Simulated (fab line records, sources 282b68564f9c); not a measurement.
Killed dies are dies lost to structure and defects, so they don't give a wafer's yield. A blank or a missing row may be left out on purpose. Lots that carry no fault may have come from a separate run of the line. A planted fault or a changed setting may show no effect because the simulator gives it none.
2 desks, one fault / flow ritCmos / each desk has only its own numbers; what lay behind them comes last

## AT THE TOOL OWNER'S DESK: furnace-04
The tool's own readings at RIT_REOX_OXIDATION_03 (target thk 25.2 nm, ox time 5580 s): means of the sampled wafers that have a number, for each lot that ran on this tool. Any lot whose mean is over 4 standard deviations away from the usual mean is out of limits and marked OUT; that distance is given in the brackets.
Columns: A = spikeTcCentreC at RIT_REOX_OXIDATION_03, usual 902.4 C; B = spikeTcLoadC at RIT_REOX_OXIDATION_03, usual 925.6 C; C = spikeTcSourceC at RIT_REOX_OXIDATION_03, usual 920 C; D = tubeCenterTempC at RIT_REOX_OXIDATION_03, usual 900 C; E = tube_center_temp_C_max at RIT_REOX_OXIDATION_03, usual 902.3; F = zonePowerSourcePct at RIT_REOX_OXIDATION_03, usual 24.6 %
lot=L419; first seen here=day 2 20:31; A=903.0; B=927.1; C=915; D=900; E=902.5; F=26.7
lot=L420; first seen here=day 3 00:59; A=902.6; B=926.2; C=915; D=900; E=901.8; F=26.4
lot=L422; first seen here=day 3 11:07; A=904.1; B=926.7; C=915; D=900; E=902.5; F=26.8
lot=L426; first seen here=day 4 08:19; A=904.6; B=925.8; C=914; D=900; E=902.2; F=26.7
lot=L427; first seen here=day 4 15:45; A=889.5 (-9.9) OUT; B=913.0 (-8.4) OUT; C=901 (-4.4) OUT; D=886 (-99 or more) OUT; E=888.0 (-35) OUT; F=25.7
lot=L431; first seen here=day 5 10:22; A=889.9 (-9.6) OUT; B=913.2 (-8.3) OUT; C=900 (-4.8) OUT; D=886 (-99 or more) OUT; E=888.8 (-33) OUT; F=25.8
Finding of this desk: L427, L431 out of limits; the first was L427 at day 4 15:45, on spikeTcCentreC at RIT_REOX_OXIDATION_03. Within limits: L419, L420, L422, L426.

## THE METROLOGY DESK
What the gauges read for every lot (on any tool): the sampled wafers with a number, averaged. Any lot whose mean is over 4 standard deviations away from the usual mean is out of limits and marked OUT; that distance is given in the brackets.
Columns: A = REOX_OXIDE_THK at RIT_REOX_THK_MEAS_04, usual 25.2 nm
lot=L419; first seen here=day 2 23:04; A=25.1
lot=L420; first seen here=day 3 03:33; A=24.9
lot=L421; first seen here=day 3 11:44; A=25.0
lot=L422; first seen here=day 3 13:40; A=25.0
lot=L423; first seen here=day 4 00:34; A=25.4
lot=L424; first seen here=day 4 02:50; A=24.6
lot=L426; first seen here=day 4 10:53; A=25.3
lot=L427; first seen here=day 4 18:19; A=22.5 (-5.3) OUT
lot=L431; first seen here=day 5 12:56; A=22.1 (-6.0) OUT
lot=L435; first seen here=day 6 06:25; A=24.8
lot=L436; first seen here=day 6 12:56; A=25.3
lot=L437; first seen here=day 6 20:17; A=25.2
lot=L439; first seen here=day 7 03:25; A=25.2
lot=L440; first seen here=day 7 08:46; A=24.8
This desk's finding: out of limits on L427, L431; first on L427, day 4 18:19 (REOX_OXIDE_THK at RIT_REOX_THK_MEAS_04). Within limits: L419, L420, L421, L422, L423, L424, L426, L435, L436, L437, L439, L440.

## BROUGHT TOGETHER
On L427, L431, at day 4 15:45, an alarm was possible from the tool owner's desk.
L427, L431 would have let the metrology desk raise an alarm at day 4 18:19.
The lots listed all ran RIT_REOX_OXIDATION_03 on furnace-04.

## WHAT THE SIMULATOR PUT IN
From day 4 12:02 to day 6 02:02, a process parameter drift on furnace-04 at RIT_REOX_OXIDATION_03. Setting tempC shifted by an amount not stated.
Lots struck among those shown: L427, L431.
Fault start to first reading out of limits, in hours, per desk: tool owner, 4; metrology, 6.
